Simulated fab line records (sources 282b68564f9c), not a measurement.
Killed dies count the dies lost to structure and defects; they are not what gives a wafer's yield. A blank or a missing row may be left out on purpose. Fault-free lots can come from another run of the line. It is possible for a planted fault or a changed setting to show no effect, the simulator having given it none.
A lot that was struck, set against a sound lot / flow ritCmos / 18 out of 202 route steps
Sound: these wafers, L466.1, L466.2, L466.6. Wafers L476.1, L476.3, L476.6 were the ones struck. The cause comes at the end.
Each step with rows lists, per side, the tool, then ch with its chambers, then its first start. Under that, the readings that differ: sound wafers / struck wafers / difference of the means / sigmas: that difference in standard deviations of wafers without a fault.
alike: readings with means less than 2 such deviations apart, plus words and numbers identical on both sides. not compared: withheld readings, readings lacking a value on some wafer, bounds such as >300 that could conceal the same value, and numbers that have no deviation in the record and whose values overlap.
Wherever a step has rows on one side only, a row that says differs or no value, or a row with sigmas, the two part there. Non-overlapping numbers with no deviation appear without sigmas and do not part them. A reading missing from all wafers of one side parts the sides only when that side holds two or more wafers.

RIT_SDANNEAL_RS_MEAS_07: measurement is done with a four-point probe.
  struck on filmMetro-01, day 6 00:02; sound on filmMetro-01, day 3 23:22
  alike: NLDD_RS
then, 1 step without rows for these wafers: RIT_SILICIDE_WET_ETCH_00 (etches SiO2 in BOE, target depth 14 nm, time 15 s).
RIT_SILICIDE_SPUTTER_01: material Ti, target thk 30 nm, time 240 s.
  struck on pvdSputter-02, day 6 00:10; sound on pvdSputter-03, day 3 23:30
  alike: throttleValvePct
RIT_SILICIDE_RS_MEAS_02: measurement is done with a four-point probe.
  struck on filmMetro-04, day 6 00:19; sound on filmMetro-03, day 3 23:39
  alike: SILICIDE_TI_RS
RIT_SILICIDE_THK_MEAS_03: measures by xrf.
  struck on filmMetro-04, day 6 00:26; sound on filmMetro-03, day 3 23:46
  alike: SILICIDE_TI_THK
RIT_SILICIDE_RTA_04: time 10 s, ramp up 5 s, ramp down 5 s.
  sound on rtpAnneal-02 ch 0, day 3 23:50; struck on rtpAnneal-02 ch 0, day 6 00:30
  alike: wafer_temp_C_max
then, 1 step without rows for these wafers: RIT_SILICIDE_WET_ETCH_05 (etches Ti in SPM, time 120 s).
RIT_SILICIDE_RTA_06: time 10 s, ramp up 5 s, ramp down 10 s.
  sound on rtpAnneal-01 ch 0, day 3 23:56; struck on rtpAnneal-01 ch 0, day 6 00:37
  alike: wafer_temp_C_max
RIT_CONTACT_CVD_00: deposits SiO2 from TEOS, target thk 400 nm, time 61 s.
  sound on pecvd-03 ch 0,2, day 4 00:00; struck on pecvd-04 ch 1,2, day 6 00:41
  alike: heaterPowerW
  not compared: sinceWetCleanH
RIT_CONTACT_THK_MEAS_01:
  struck on filmMetro-02, day 6 00:44; sound on filmMetro-03, day 4 00:03
  alike: CONTACT_TEOS_THK
then, 2 steps without rows for these wafers: RIT_CONTACT_HMDS_02 (prime time 60 s); RIT_CONTACT_COAT_03 (resist thk 1000 nm).
RIT_CONTACT_SOFTBAKE_04: time 60 s.
  sound on lithoTrack-01 ch 0, day 4 00:25; struck on lithoTrack-01 ch 0, day 6 01:05
reading=heaterPowerTotalW (W); sound=34.53 34.55 34.51; struck=32.66 32.63 32.65; difference=-1.88; sigmas=-37
reading=plateTempC (C); sound=90.05 90.02 89.93; struck=86.43 86.41 86.27; difference=-3.63; sigmas=-28
then, 2 steps without rows for these wafers: RIT_CONTACT_EXPOSE_05 (exposes mask M11, target cd 1000 nm); RIT_CONTACT_PEB_06.
RIT_CONTACT_DEVELOP_07: develop time 120 s.
  sound: lithoTrack-02 ch 0; struck: lithoTrack-01 ch 0
reading=model.NOVOLAK_of_CONTACT_COAT_03.thkNm (nm); sound=997.2 997.2 996.3; struck=1011 1009 1009; difference=+13; sigmas=
  alike: developerTempC
RIT_CONTACT_CD_MEAS_08: the cd target is 1000 nm.
  struck on cdSem-01, day 6 01:46; sound on cdSem-01, day 4 01:05
  alike: cdNm
RIT_M1_PROBE_99:
  struck on prober-02, day 6 08:05; sound on prober-02, day 4 06:23
  alike: killedAtFrontEnd, killedDies, killedOnRim, killedOpen, killedShort

## WHERE THEY PART
Within this record, at RIT_CONTACT_SOFTBAKE_04 only. Later steps at which nothing parts them and some readings are alike: RIT_CONTACT_DEVELOP_07, RIT_CONTACT_CD_MEAS_08, RIT_M1_PROBE_99.

WHY: what had been put in by the simulator
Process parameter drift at RIT_CONTACT_SOFTBAKE_04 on lithoTrack-01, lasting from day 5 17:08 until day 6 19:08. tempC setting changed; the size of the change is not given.
